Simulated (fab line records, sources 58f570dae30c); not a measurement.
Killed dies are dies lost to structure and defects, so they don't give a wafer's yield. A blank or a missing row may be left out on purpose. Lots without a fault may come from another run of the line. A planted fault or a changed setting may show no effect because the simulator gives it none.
Chamber matching | flow berkeley_cmos170 | UCB170_M1_ETCH_11 on rie_diel-03: 4 sister chambers
The step etches BARC in N2/H2. 16 wafers are shown with their chamber, then 8 later ones without.

WAFERS WITH THEIR CHAMBER
wafer  | chamber | throttle_valve_pct (%) | drypump_motor_current_A (A) | oes_product_au (a.u.)
L346.1 | 3       | 13.59                  | 5.7                         | 0.978
L346.2 | 2       | 13.07                  | 5.9                         | 1.000
L346.3 | 0       | 13.25                  | 5.8                         | 0.994
L348.1 | 1       | 13.43                  | 6.2                         | 1.022
L348.3 | 0       | 13.24                  | 5.8                         | 1.015
L348.4 | 2       | 13.08                  | 5.9                         | 1.006
L349.3 | 3       | 13.59                  | 5.8                         | 0.987
L349.4 | 0       | 13.24                  | 5.7                         | 1.017
L349.6 | 0       | 13.25                  | 5.7                         | 1.005
L356.1 | 0       | 13.23                  | 5.8                         | 1.004
L356.4 | 3       | 13.58                  | 5.8                         | 0.994
L356.5 | 0       | 13.25                  | 5.8                         | 1.002
L361.1 | 1       | 13.42                  | 6.2                         | 1.020
L361.2 | 2       | 13.08                  | 5.9                         | 0.998
L361.5 | 3       | 13.59                  | 5.8                         | 0.988
L364.1 | 3       | 13.60                  | 5.8                         | 0.987

SIGNATURES (means of the wafers above)
reading                 | chamber 0 | chamber 1 | chamber 2 | chamber 3 | scatter within a chamber
throttle_valve_pct      | 13.2433   | 13.4250   | 13.0767   | 13.5900   | 0.00736
drypump_motor_current_A | 5.767     | 6.200     | 5.900     | 5.780     | 0.0422
oes_product_au          | 1.00617   | 1.02100   | 1.00133   | 0.98680   | 0.00667
Rule: a wafer's distance from a chamber is the root of the sum, over the readings, of the square of ((its reading less the chamber's mean) divided by the reading's scatter). The wafer belongs to the nearest chamber; if the next one is less than 2 further off, it can't be placed. The scatter: the root of (the sum of the squares of (reading less its chamber's mean) over the shown wafers, divided by (wafers less chambers)).

WAFERS WITHOUT THEIR CHAMBER
wafer  | throttle_valve_pct (%) | drypump_motor_current_A (A) | oes_product_au (a.u.)
L364.3 | 13.23                  | 5.7                         | 1.002
L364.6 | 13.42                  | 6.2                         | 1.024
L363.1 | 13.25                  | 5.8                         | 1.005
L363.3 | 13.60                  | 5.8                         | 1.000
L363.4 | 13.41                  | 6.2                         | 1.026
L367.1 | 13.58                  | 5.8                         | 0.979
L367.4 | 13.08                  | 5.9                         | 0.993
L367.6 | 13.60                  | 5.8                         | 0.987

WHICH CHAMBER EACH WENT THROUGH
wafer  | from the rows above | in truth
L364.3 | 0                   | 0
L364.6 | 1                   | 1
L363.1 | 0                   | 0
L363.3 | 3                   | 3
L363.4 | 1                   | 1
L367.1 | 3                   | 3
L367.4 | 2                   | 2
L367.6 | 3                   | 3
Placed correctly: 8 of 8. Can't be placed from these rows: 0. Placed wrongly: 0.
